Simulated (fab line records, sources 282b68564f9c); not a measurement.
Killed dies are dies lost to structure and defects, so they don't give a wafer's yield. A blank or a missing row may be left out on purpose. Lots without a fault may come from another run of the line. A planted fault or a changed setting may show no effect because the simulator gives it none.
Which tool did it? | flow rit_cmos | 14 lots, 42 wafers sampled, at 2 steps of a route of 202

WHAT THE GAUGES READ, wafer by wafer
RIT_GATE_THK_MEAS_09. Usual: GATE_POLY_THK 247.9 nm, standard deviation 2.1.
lot  | measured    | on            | GATE_POLY_THK (nm) | flag
L987 | day 2 11:59 | film_metro-01 | 249.2 246.0 248.4  |
L988 | day 2 17:19 | film_metro-01 | 249.3 250.2 248.7  |
L989 | day 2 20:39 | film_metro-01 | 249.5 250.0 248.7  |
L991 | day 3 07:47 | film_metro-01 | 249.0 247.1 247.8  |
L995 | day 4 03:50 | film_metro-03 | 250.5 249.8 251.8  |
L997 | day 4 15:40 | film_metro-01 | 248.1 246.4 247.6  |
L998 | day 4 21:59 | film_metro-01 | 251.1 248.9 247.5  |
L999 | day 5 04:33 | film_metro-03 | 248.5 250.3 248.6  |
L100 | day 5 10:43 | film_metro-04 | 220.3 220.7 219.0  | OFF
L103 | day 5 19:41 | film_metro-04 | 221.4 220.5 221.8  | OFF
L107 | day 6 15:17 | film_metro-01 | 250.3 249.3 252.6  |
L108 | day 6 21:19 | film_metro-01 | 249.1 250.2 247.6  |
L109 | day 7 01:49 | film_metro-01 | 246.2 245.8 244.0  |
L110 | day 7 06:40 | film_metro-04 | 249.6 249.9 250.7  |

WHICH TOOL RAN EACH LOT (tool, then ch and the chambers of the sampled wafers, then the start)
lot  | RIT_GATE_CVD_08
L987 | lpcvd-01 ch 1, day 2 10:22
L988 | lpcvd-01 ch 0, day 2 15:43
L989 | lpcvd-01 ch 0, day 2 19:01
L991 | lpcvd-01 ch 0, day 3 06:10
L995 | lpcvd-02 ch 1, day 4 02:11
L997 | lpcvd-02 ch 1, day 4 14:03
L998 | lpcvd-01 ch 0, day 4 20:22
L999 | lpcvd-01 ch 1, day 5 02:56
L100 | lpcvd-02 ch 0, day 5 08:18
L103 | lpcvd-02 ch 0, day 5 18:04
L107 | lpcvd-01 ch 0, day 6 13:41
L108 | lpcvd-01 ch 0, day 6 19:41
L109 | lpcvd-01 ch 1, day 7 00:12
L110 | lpcvd-01 ch 0, day 7 05:04
- RIT_GATE_CVD_08: deposits poly-Si from SiH4, target thk 250 nm, time 2220 s.

WHAT THE TOOLS THEMSELVES READ (means of the sampled wafers that have a number; where no wafer has one, the mark that the record gives instead)
RIT_GATE_CVD_08. Usual: pressure_mtorr 300.1 mTorr, standard deviation 0.57.
lot  | tool     | pressure_mtorr (mTorr) | flag
L987 | lpcvd-01 | 300.3                  |
L988 | lpcvd-01 | 299.8                  |
L989 | lpcvd-01 | 299.5                  |
L991 | lpcvd-01 | 300.2                  |
L995 | lpcvd-02 | 299.6                  |
L997 | lpcvd-02 | 299.5                  |
L998 | lpcvd-01 | 299.5                  |
L999 | lpcvd-01 | 301.2                  |
L100 | lpcvd-02 | 240.0                  | OFF
L103 | lpcvd-02 | 240.7                  | OFF
L107 | lpcvd-01 | 300.6                  |
L108 | lpcvd-01 | 299.4                  |
L109 | lpcvd-01 | 300.0                  |
L110 | lpcvd-01 | 300.0                  |

THE ANSWER, worked out from the rows above alone
Rule: a lot is off if the mean of its wafers that have a number lies more than 3 standard deviations from the usual mean. A lot without any number at a reading at which 4 lots or more have one is off too. The other lots that the step has rows for count as sound. The gauges are gone through in route order, then the tools' own readings, and for those a lot's mean is taken as printed above. The first step at which some lot is off is used, and at that step the reading that is off furthest; a lot without a number counts as furthest.
Off: L100, L103, at RIT_GATE_THK_MEAS_09 (GATE_POLY_THK).
A tool fits if, at a process step before that reading, it ran every lot that is off, and no sound lot after the first of them. The gauges at RIT_GATE_THK_MEAS_09 aren't tried: what is off there is off at RIT_GATE_CVD_08 too, on other tools, and a gauge's error can't cause that. One fits: lpcvd-02 at RIT_GATE_CVD_08. Its last sound lot is L997 (day 4 14:03), its first lot that is off L100 (day 5 08:18): a fault that began between those two fits.
The tool's own readings at RIT_GATE_CVD_08 bear it out: on the lots that are off they differ by more than 5 times the standard deviation of the sound lots' means. pressure_mtorr reads 240.3 mTorr there against 300.0 mTorr on the sound lots.

WHAT THE SIMULATOR HAD PUT IN
Process parameter drift: lpcvd-02, from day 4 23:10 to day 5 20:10, at RIT_GATE_CVD_08. Setting pressure_mtorr, moved by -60, from 300. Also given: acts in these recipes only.
Lots struck among those shown: L100, L103. The rule above found the same.
